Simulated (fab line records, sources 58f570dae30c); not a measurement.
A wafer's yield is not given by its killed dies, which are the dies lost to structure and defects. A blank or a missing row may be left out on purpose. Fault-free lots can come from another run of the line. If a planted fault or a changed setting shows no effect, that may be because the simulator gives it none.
One fault through the eyes of 2 desks :: flow berkeley cmos170 :: each desk holds nothing but its own numbers, with what lay behind them at the end

## AT THE TOOL OWNER'S DESK: litho track-03
For each lot that ran on this tool, the mean over its sampled wafers that have a number, from the tool's own readings at UCB170_V1_PEB_10. A lot is out of limits, marked OUT, if its mean lies more than 4 standard deviations from the usual mean; the brackets give that distance.
Columns: A = heater power total W at UCB170_V1_PEB_10, usual 56.80 W; B = plate temp C at UCB170_V1_PEB_10, usual 130.02 C
lot: L397
first seen here: day 8 06:48
A: 56.84
B: 129.95

lot: L400
first seen here: day 9 05:01
A: 56.81
B: 130.23

lot: L399
first seen here: day 9 05:16
A: 56.76
B: 130.14

lot: L401
first seen here: day 9 12:55
A: 57.24 (+8.8) OUT
B: 130.90 (+5.9) OUT

lot: L402
first seen here: day 9 13:14
A: 57.24 (+8.7) OUT
B: 130.53
This desk's verdict: out of limits on L401, L402, starting with L401 at day 9 12:55 (heater power total W at UCB170_V1_PEB_10). In limits: L397, L400, L399.

## THE METROLOGY DESK
What the gauges read for every lot (on any tool): the sampled wafers with a number, averaged. A lot is out of limits, marked OUT, if its mean lies more than 4 standard deviations from the usual mean; the brackets give that distance.
Columns: A = M1_OVL at UCB170_M1_OVL_MEAS_10, usual 3 nm; B = cd nm at UCB170_V1_CD_MEAS_12, usual 699.6 nm; C = V1_OVL at UCB170_V1_OVL_MEAS_13, usual 1 nm
lot: L394
first seen here: day 6 22:48
A: 6
B: 699.2
C: 12

lot: L395
first seen here: day 7 18:03
A: 3
B: 698.1
C: 4

lot: L397
first seen here: day 8 02:42
A: 5
B: 698.6
C: 1

lot: L398
first seen here: day 8 03:17
A: 11
B: 700.3
C: 4

lot: L400
first seen here: day 8 20:30
A: 0
B: 699.7
C: 2

lot: L399
first seen here: day 8 21:17
A: 8
B: 699.4
C: 3

lot: L401
first seen here: day 9 04:04
A: -4
B: 705.5 (+5.4) OUT
C: -10

lot: L402
first seen here: day 9 04:23
A: 3
B: 704.2 (+4.2) OUT
C: -1

lot: L403
first seen here: day 9 05:40
A: -1
B: 700.2
C: 1

lot: L410
first seen here: day 11 02:14
A: 4
B: 700.5
C: -1

lot: L412
first seen here: day 11 02:46
A: 8
B: 701.2
C: 4

lot: L411
first seen here: day 11 03:11
A: 1
B: 699.3
C: -7

lot: L413
first seen here: day 11 10:08
A: 2
B: 699.9
C: -0

lot: L417
first seen here: day 11 23:59
A: 0
B: 698.7
C: -2
This desk's verdict: out of limits on L401, L402, starting with L401 at day 9 13:11 (cd nm at UCB170_V1_CD_MEAS_12). In limits: L394, L395, L397, L398, L400, L399, L403, L410, L412, L411, L413, L417.

## PUT TOGETHER
An alarm could have come from the tool owner's desk at day 9 12:55, on L401, L402.
L401, L402 would have let the metrology desk raise an alarm at day 9 13:11.
The lots listed all ran UCB170_V1_PEB_10 on litho track-03.

## WHAT WAS PUT IN BY THE SIMULATOR
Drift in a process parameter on litho track-03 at UCB170_V1_PEB_10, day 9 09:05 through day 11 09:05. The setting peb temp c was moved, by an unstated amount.
Shown lots that were struck: L401, L402.
Delay (hours) between the fault's onset and each desk's first out-of-limits reading: 4 at the tool owner's desk, 4 at the metrology desk.
